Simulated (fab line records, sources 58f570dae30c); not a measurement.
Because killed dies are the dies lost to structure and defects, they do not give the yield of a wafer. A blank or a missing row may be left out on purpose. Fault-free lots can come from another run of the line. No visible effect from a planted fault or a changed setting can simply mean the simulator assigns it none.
Split-lot study	flow berkeley_cmos170	route with 331 steps; 5 lots, 23 wafers read

ON THE SPLIT
At UCB170_PLDD_COAT_01 (resist thk 900 nm), the setting resist_thk_nm was moved away from the recipe's 900 nm on 7 of the 23 wafers read, by -4.1% to -1.8%. This setting was run at the recipe's value on the other wafers.

The reading comes from the split's own step.

THE READING
KrF_of_PLDD_COAT_01.thk_nm (the simulator's own value, which no gauge read), in nm, at UCB170_PLDD_COAT_01 (resist thk 900 nm). The file gives no usual value for it. Average 898.0 nm, standard deviation 1.4 nm, over the 16 wafers here run with the recipe.

wafer	tool, chamber at the split	resist_thk_nm as run, nm	against the recipe	KrF_of_PLDD_COAT_01.thk_nm, nm	against lot-mates on the recipe
L075.1	litho_track-01, 0	900	recipe	899.5	-
L075.3	litho_track-01, 0	900	recipe	898.8	-
L075.4	litho_track-01, 0	900	recipe	899.4	-
L077.1	litho_track-01, 0	900	recipe	899.4	-
L077.2	litho_track-01, 0	900	recipe	898.5	-
L077.4	litho_track-01, 0	900	recipe	897.6	-
L077.5	litho_track-01, 0	862.8	-4.1%	859.4	-39.1
L077.6	litho_track-01, 0	862.8	-4.1%	861.6	-36.9
L078.1	litho_track-01, 0	900	recipe	900	-
L078.2	litho_track-01, 0	900	recipe	897.8	-
L078.4	litho_track-01, 0	900	recipe	895.4	-
L078.5	litho_track-01, 0	900	recipe	896.9	-
L078.6	litho_track-01, 0	900	recipe	896.9	-
L082.1	litho_track-03, 0	868.1	-3.5%	867	-32.0
L082.2	litho_track-03, 0	868.1	-3.5%	865.7	-33.2
L082.4	litho_track-03, 0	900	recipe	899.1	-
L082.5	litho_track-03, 0	900	recipe	898.8	-
L082.6	litho_track-03, 0	868.1	-3.5%	866.4	-32.6
L083.2	litho_track-02, 0	900	recipe	895.6	-
L083.3	litho_track-02, 0	900	recipe	896.8	-
L083.4	litho_track-02, 0	883.7	-1.8%	879.2	-17.6
L083.5	litho_track-02, 0	883.7	-1.8%	881.3	-15.5
L083.6	litho_track-02, 0	900	recipe	898	-

FIT RESULTS
A straight line over all 23 wafers: KrF_of_PLDD_COAT_01.thk_nm changes by +9.05 nm for each +1% of resist_thk_nm; r = +1.00; the points scatter about the line by 1.4 nm.
The same after taking each lot's own level away (the mean of its wafers on the recipe; 23 wafers): +9.19 nm for each +1%; r = +1.00; scatter 1 nm.
That fit puts the effect of the largest move of resist_thk_nm on the reading at 38 nm.
The span of the lots' own levels, 896.80 to 899.23 nm, comes to 1.8 times the standard deviation stated above.
Consequently the slope shifts little with the lot-to-lot level, the two slopes agreeing.
Check: for one of the wafers moved furthest among these (-4.1%), held out of the fit, the line's prediction against its lot-mates is -37.7 nm. Against them it came out at -39.1 nm.

THESE WAFERS: OTHER SPLITS
Note: prior to the reading, these wafers also went through further splits. Each is held against what the fit with the lots' levels taken away leaves over:
other split on the same wafers	wafers away from the commonest value	r with KrF_of_PLDD_COAT_01.thk_nm (lot level and that fit taken away)
UCB170_NVT_IMPLANT_07 energy_kev	8	-0.03

THE WHOLE CHAIN: every reading that the file lists as answering this split, in the file's order
step	what it does	reading	change (the file's fit)	r (the file's)
UCB170_PLDD_COAT_01	resist thk 900 nm	KrF_of_PLDD_COAT_01.thk_nm (the simulator's own value, which no gauge read)	+9.19 nm for each +1% of the setting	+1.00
UCB170_PLDD_STRIP_10	strips in O2	strip_time_to_endpoint_s	withheld for each +1% of the setting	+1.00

THE FILE'S OWN FIT
KrF_of_PLDD_COAT_01.thk_nm changes by +9.19 nm for each +1% of resist_thk_nm, r = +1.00.
